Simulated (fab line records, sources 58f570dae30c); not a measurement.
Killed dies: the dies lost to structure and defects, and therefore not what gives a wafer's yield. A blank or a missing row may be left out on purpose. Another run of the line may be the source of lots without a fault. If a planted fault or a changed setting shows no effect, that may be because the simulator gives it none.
Which tool did it? ; flow berkeley_cmos170 ; Sampling: 13 lots, 39 wafers, 6 of 331 route steps

WHAT EACH GAUGE READ, for each wafer
UCB170_PWELL_THK_MEAS_06. Usual: PWELL_NITRIDE_THK typically reads 219.5 nm, with standard deviation 2.
lot;measured;on;PWELL_NITRIDE_THK (nm);flag
L250;day 2 22:33;film_metro-03;221.0 217.9 219.4;
L251;day 2 22:34;film_metro-01;218.0 220.1 219.4;
L252;day 3 06:30;film_metro-03;221.0 221.8 220.7;
L253;day 3 12:07;film_metro-01;221.2 223.8 225.0;
L254;day 3 19:01;film_metro-01;221.2 221.8 222.5;
L255;day 3 19:00;film_metro-03;220.0 218.6 220.1;
L263;day 5 17:20;film_metro-04;188.9 188.3 188.3 188.9 188.2 188.4;OFF
L264;day 5 17:20;film_metro-03;188.2 188.4 187.9 188.5 188.4 187.5;OFF
L266;day 6 06:47;film_metro-01;222.1 220.9 219.8;
L267;day 6 06:48;film_metro-03;219.4 218.2 218.5;
L268;day 6 19:09;film_metro-01;218.1 218.6 218.3;
L269;day 6 23:12;film_metro-03;222.0 220.1 219.4;
L270;day 6 23:12;film_metro-04;216.7 217.6 218.2;

UCB170_WELLDRIVE_THK_MEAS_02. Usual: WELLDRIVE_OXIDE_THK typically reads 198 nm, with standard deviation 3.9.
lot;measured;on;WELLDRIVE_OXIDE_THK (nm);flag
L250;day 3 09:46;film_metro-04;194 195 192;
L251;day 3 09:47;film_metro-01;199 200 199;
L252;day 3 18:57;film_metro-04;196 197 199;
L253;day 3 23:11;film_metro-02;200 199 202;
L254;day 4 08:05;film_metro-01;201 200 204;
L255;day 4 08:04;film_metro-04;201 201 200;
L263;day 6 12:38;film_metro-01;197 199 197;
L264;day 6 11:23;film_metro-04;197 195 196;
L266;day 6 19:26;film_metro-01;205 201 202;
L267;day 6 19:31;film_metro-02;202 201 207;
L268;day 7 07:48;film_metro-04;198 200 200;
L269;day 7 11:19;film_metro-02;205 206 201;
L270;day 7 11:17;film_metro-01;196 196 195;

UCB170_PVT_OVL_MEAS_06. Usual: PVT_OVL typically reads 0 nm, with standard deviation 6.1.
lot;measured;on;PVT_OVL (nm);flag
L250;day 5 03:19;overlay-01;1 -2 7;
L251;day 5 03:35;overlay-02;5 3 2;
L252;day 5 10:50;overlay-02;9 11 4;
L253;day 5 15:51;overlay-01;5 11 1;
L254;day 6 09:49;overlay-01;1 -4 0;
L255;day 6 08:58;overlay-02;-6 -10 -3;
L263;day 8 00:58;overlay-02;-3 -6 -3;
L264;day 7 23:29;overlay-02;2 1 8;
L266;day 8 20:06;overlay-01;-4 -3 2;
L267;day 8 19:30;overlay-02;4 7 0;
L268;day 9 06:55;overlay-02;11 5 8;
L269;day 9 15:37;overlay-02;1 6 8;
L270;day 9 16:21;overlay-01;-6 -4 -4;

EACH LOT AND THE TOOL THAT RAN IT (in order: tool; ch and the chambers of the sampled wafers; start)
lot;UCB170_PWELL_CVD_05;UCB170_PWELL_ETCH_14;UCB170_ACTIVE_ETCH_15
L250;lpcvd-01 ch 1, day 2 20:38;rie_diel-02 ch 2,3, day 3 00:28;rie_diel-03 ch 0,2,3, day 4 00:01
L251;lpcvd-01 ch 1, day 2 20:38;rie_diel-04 ch 0,1,2, day 3 00:25;rie_diel-02 ch 1,2,3, day 4 01:01
L252;lpcvd-01 ch 0, day 3 04:35;rie_diel-04 ch 2,3, day 3 08:16;rie_diel-03 ch 0,1,2, day 4 06:23
L253;lpcvd-01 ch 1, day 3 10:10;rie_diel-04 ch 0,1,3, day 3 13:01;rie_diel-03 ch 0,2,3, day 4 13:28
L254;lpcvd-01 ch 0, day 3 17:05;rie_diel-04 ch 2,3, day 3 20:58;rie_diel-03 ch 1,2, day 4 21:38
L255;lpcvd-01 ch 0, day 3 17:05;rie_diel-02 ch 0,1,2, day 3 21:10;rie_diel-01 ch 0,2,3, day 4 21:52
L263;lpcvd-01 ch 1, day 5 15:24;rie_diel-04 ch 0,1, day 5 21:46;rie_diel-02 ch 1,2, day 6 22:38
L264;lpcvd-01 ch 1, day 5 15:24;rie_diel-01 ch 1,2,3, day 6 01:18;rie_diel-03 ch 0,1,2, day 6 22:52
L266;lpcvd-02 ch 0, day 6 04:52;rie_diel-01 ch 1,2,3, day 6 09:34;rie_diel-01 ch 0,2,3, day 7 08:27
L267;lpcvd-02 ch 1, day 6 04:52;rie_diel-02 ch 1,2,3, day 6 10:07;rie_diel-02 ch 1,3, day 7 08:20
L268;lpcvd-02 ch 1, day 6 17:13;rie_diel-01 ch 1,2, day 6 21:10;rie_diel-01 ch 1,2,3, day 7 20:31
L269;lpcvd-02 ch 1, day 6 21:17;rie_diel-04 ch 0,1,3, day 7 00:16;rie_diel-01 ch 2,3, day 8 03:13
L270;lpcvd-02 ch 0, day 6 21:17;rie_diel-02 ch 0,2,3, day 7 00:08;rie_diel-02 ch 0,3, day 8 03:30
- UCB170_PWELL_CVD_05: deposits Si3N4 from SiH2Cl2/NH3, target thk 220 nm, time 3300 s.
- UCB170_PWELL_ETCH_14: etches Si3N4 in CH3F/Ar/O2, stops on SiO2, target depth 242 nm, time 151 s.
- UCB170_ACTIVE_ETCH_15: etches Si3N4 in CH3F/Ar/O2, stops on SiO2, target depth 242 nm, time 151 s.

WHAT THE TOOLS THEMSELVES READ (means of the sampled wafers that have a number; where no wafer has one, the mark that the record gives instead)
UCB170_PWELL_CVD_05. Usual: nh3_flow_sccm reads 74.94 sccm (standard deviation 0.27).
lot;tool;nh3_flow_sccm (sccm);flag
L250;lpcvd-01;74.95;
L251;lpcvd-01;74.65;
L252;lpcvd-01;74.60;
L253;lpcvd-01;75.05;
L254;lpcvd-01;74.75;
L255;lpcvd-01;74.85;
L263;lpcvd-01;60.37;OFF
L264;lpcvd-01;59.67;OFF
L266;lpcvd-02;74.72;
L267;lpcvd-02;74.88;
L268;lpcvd-02;75.05;
L269;lpcvd-02;74.77;
L270;lpcvd-02;74.87;

UCB170_PWELL_ETCH_14. Usual: drypump_motor_current_A 5.7 A, standard deviation 0.55; mfc_ar_sccm 50.00 sccm, standard deviation 0.15; oes_product_au 0.930 a.u., standard deviation 0.015; throttle_valve_pct 8.04 %, standard deviation 0.077.
lot;tool;drypump_motor_current_A (A);mfc_ar_sccm (sccm);oes_product_au (a.u.);throttle_valve_pct (%);flag
L250;rie_diel-02;5.6;49.80;0.923;8.03;
L251;rie_diel-04;6.0;50.06;0.922;8.02;
L252;rie_diel-04;6.0;50.26;0.922;8.14;
L253;rie_diel-04;6.2;49.99;0.927;8.04;
L254;rie_diel-04;5.9;50.01;0.932;8.13;
L255;rie_diel-02;5.2;50.08;0.935;8.00;
L263;rie_diel-04;5.9;50.11;0.845;7.99;OFF
L264;rie_diel-01;5.4;50.02;0.859;8.01;OFF
L266;rie_diel-01;5.5;50.11;0.939;8.03;
L267;rie_diel-02;5.6;50.05;0.933;8.01;
L268;rie_diel-01;5.6;49.82;0.924;8.08;
L269;rie_diel-04;6.1;50.02;0.926;8.03;
L270;rie_diel-02;5.2;49.80;0.919;8.03;

UCB170_ACTIVE_ETCH_15. Usual: drypump_motor_current_A 5.6 A, standard deviation 0.52; mfc_ar_sccm 50.00 sccm, standard deviation 0.16; oes_product_au 0.938 a.u., standard deviation 0.017; throttle_valve_pct 8.05 %, standard deviation 0.1.
lot;tool;drypump_motor_current_A (A);mfc_ar_sccm (sccm);oes_product_au (a.u.);throttle_valve_pct (%);flag
L250;rie_diel-03;5.5;50.10;0.957;8.09;
L251;rie_diel-02;5.6;49.88;0.934;8.00;
L252;rie_diel-03;5.8;49.99;0.939;8.04;
L253;rie_diel-03;5.5;50.11;0.946;8.09;
L254;rie_diel-03;6.1;50.01;0.941;8.00;
L255;rie_diel-01;5.8;50.09;0.936;8.05;
L263;rie_diel-02;5.2;49.80;0.943;7.95;
L264;rie_diel-03;5.9;50.12;0.942;8.04;
L266;rie_diel-01;5.8;50.03;0.936;8.04;
L267;rie_diel-02;5.9;49.94;0.937;8.04;
L268;rie_diel-01;5.4;49.91;0.937;8.02;
L269;rie_diel-01;5.4;50.10;0.939;8.03;
L270;rie_diel-02;5.6;50.02;0.904;8.08;

THE ANSWER, worked out from the rows above alone
Rule: a lot counts as off when the mean over its wafers that have a number is more than 3 standard deviations away from the usual mean. A lot without any number at a reading at which 4 lots or more have one is off too. Where the step has rows for the other lots, those lots are counted as sound. The gauges are gone through in route order, then the tools' own readings, and for those a lot's mean is taken as printed above. The first step at which some lot is off is used, and at that step the reading that is off furthest; a lot without a number counts as furthest.
Off: L263, L264, seen at UCB170_PWELL_THK_MEAS_06 (PWELL_NITRIDE_THK).
A tool fits if, at a process step before that reading, it ran every lot that is off, and no sound lot after the first of them. The gauges at UCB170_PWELL_THK_MEAS_06 aren't tried: what is off there is off at UCB170_PWELL_CVD_05 too, on other tools, and a gauge's error can't cause that. One fits: UCB170_PWELL_CVD_05 on lpcvd-01. Its last sound lot is L254 (day 3 17:05), its first lot that is off L263 (day 5 15:24): a fault that began between those two fits.
The tool's own readings at UCB170_PWELL_CVD_05 bear it out: on the lots that are off they differ by more than 5 times the standard deviation of the sound lots' means. nh3_flow_sccm reads 60.02 sccm there against 74.83 sccm on the sound lots.

WHAT THE SIMULATOR HAD INSERTED
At UCB170_PWELL_CVD_05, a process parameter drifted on lpcvd-01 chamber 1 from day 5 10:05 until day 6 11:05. The setting nh3_flow_sccm was moved by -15, starting from 75. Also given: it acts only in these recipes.
Shown lots that were struck: L263, L264. The rule above reached the same finding.
